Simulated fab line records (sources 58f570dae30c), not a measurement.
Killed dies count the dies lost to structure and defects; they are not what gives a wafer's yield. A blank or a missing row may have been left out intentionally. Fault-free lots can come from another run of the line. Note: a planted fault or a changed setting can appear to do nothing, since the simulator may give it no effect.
Split-lot experiment + flow berkeley_cmos170 + 23 wafers read across 5 lots, on a route 331 steps long

== ABOUT THE SPLIT ==
At UCB170_V2_PEB_10, the setting peb_temp_c was moved away from the recipe's 130 C on 8 of the 23 wafers read, by +0.9% to +2.2%. This setting was run at the recipe's value on the other wafers.

== FROM THE SPLIT TO THE READING: what the file shows between them, 4 steps ==
- UCB170_V2_DEVELOP_11: develop time 45 s
- UCB170_V2_CD_MEAS_12: target cd 700 nm
- UCB170_V2_ETCH_14: etches SiO2 in CHF3/CF4/Ar, stops on Al, target depth 1250 nm, time 291 s
- UCB170_V2_STRIP_15: strips in O2

== THE READING ==
cd_nm at UCB170_V2_CD_MEAS_90, given in nm (cd target 700 nm). On this fab line, fault-free wafers typically give 700.1 nm with a standard deviation of 0.91 nm.

| wafer  | tool, chamber at the split | peb_temp_c as run, C | against the recipe | cd_nm, nm | against lot-mates on the recipe |
|--------|----------------------------|----------------------|--------------------|-----------|---------------------------------|
| L074.1 | litho_track-01, 0          | 130                  | recipe             | 700.5     | -                               |
| L074.2 | litho_track-01, 0          | 130                  | recipe             | 700.7     | -                               |
| L074.4 | litho_track-01, 0          | 130                  | recipe             | 699.7     | -                               |
| L074.5 | litho_track-01, 0          | 130                  | recipe             | 701.9     | -                               |
| L074.6 | litho_track-01, 0          | 130                  | recipe             | 699.9     | -                               |
| L076.1 | litho_track-04, 0          | 130                  | recipe             | 701.1     | -                               |
| L076.3 | litho_track-04, 0          | 131.2                | +0.9%              | 708.7     | +7.8                            |
| L076.4 | litho_track-04, 0          | 131.2                | +0.9%              | 708.4     | +7.4                            |
| L076.5 | litho_track-04, 0          | 130                  | recipe             | 700.8     | -                               |
| L076.6 | litho_track-04, 0          | 131.2                | +0.9%              | 708.6     | +7.6                            |
| L082.1 | litho_track-03, 0          | 130                  | recipe             | 699.6     | -                               |
| L082.2 | litho_track-03, 0          | 132.7                | +2.1%              | 715.8     | +16.7                           |
| L082.4 | litho_track-03, 0          | 130                  | recipe             | 698.6     | -                               |
| L082.5 | litho_track-03, 0          | 132.7                | +2.1%              | 715.3     | +16.2                           |
| L082.6 | litho_track-03, 0          | 132.7                | +2.1%              | 715.2     | +16.1                           |
| L083.1 | litho_track-04, 0          | 130                  | recipe             | 700.0     | -                               |
| L083.5 | litho_track-04, 0          | 130                  | recipe             | 700.1     | -                               |
| L083.6 | litho_track-04, 0          | 130                  | recipe             | 701.1     | -                               |
| L084.1 | litho_track-03, 0          | 130                  | recipe             | 700.6     | -                               |
| L084.2 | litho_track-03, 0          | 132.9                | +2.2%              | 716.3     | +16.7                           |
| L084.3 | litho_track-03, 0          | 132.9                | +2.2%              | 717.1     | +17.5                           |
| L084.4 | litho_track-03, 0          | 130                  | recipe             | 699.9     | -                               |
| L084.6 | litho_track-03, 0          | 130                  | recipe             | 698.3     | -                               |

THE FIT
A straight line over all 23 wafers: cd_nm changes by +7.46 nm for each +1% of peb_temp_c; r = +0.99; the points scatter about the line by 0.96 nm.
The same after taking each lot's own level away (the mean of its wafers on the recipe; 23 wafers): +7.8 nm for each +1%; r = +1.00; scatter 0.63 nm.
The reading moves by 17 nm for the largest change in peb_temp_c, on that fit.
Measured against the standard deviation above, the lots' own levels, which go from 699.10 to 700.95 nm, span 2.0 times it.
So the lot-to-lot level changes the slope little: the two slopes agree.
Check: +17.6 nm against its lot-mates is what the line predicts for one of the wafers moved furthest among these (+2.2%) when that wafer is left out of the fit. It came out at +16.7 nm against them.

== FURTHER SPLITS ON THESE WAFERS ==
Before the reading, these wafers also passed through other splits. Each is held against what the fit with the lots' levels taken away leaves over:
| other split on the same wafers         | wafers away from the commonest value | r with cd_nm (lot level and that fit taken away) |
|----------------------------------------|--------------------------------------|--------------------------------------------------|
| UCB170_CONTACT_COAT_10 spin_rpm        | 5                                    | +0.01                                            |
| UCB170_V1_CVD_00 time_s                | 5                                    | -0.16                                            |
| UCB170_M2_EXPOSE_12 dose_mj            | 8                                    | -0.28                                            |
| UCB170_M2_METAL_ETCH_18 over_etch_frac | 7                                    | -0.25                                            |

== THE WHOLE CHAIN: every reading that the file lists as answering this split, in the file's order ==
| step                 | what it does                                                              | reading                                                   | change (the file's fit)              | r (the file's) |
|----------------------|---------------------------------------------------------------------------|-----------------------------------------------------------|--------------------------------------|----------------|
| UCB170_V2_CD_MEAS_12 | target cd 700 nm                                                          | cd_nm                                                     | +7.6 nm for each +1% of the setting  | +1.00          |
| UCB170_V2_ETCH_14    | etches SiO2 in CHF3/CF4/Ar, stops on Al, target depth 1250 nm, time 291 s | V2.cd_nm (the simulator's own value, which no gauge read) | +7.73 nm for each +1% of the setting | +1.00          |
| UCB170_V2_CD_MEAS_90 | target cd 700 nm                                                          | cd_nm                                                     | +7.8 nm for each +1% of the setting  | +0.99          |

== FILE'S OWN FIT ==
cd_nm changes by +7.8 nm for each +1% of peb_temp_c, r = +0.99.
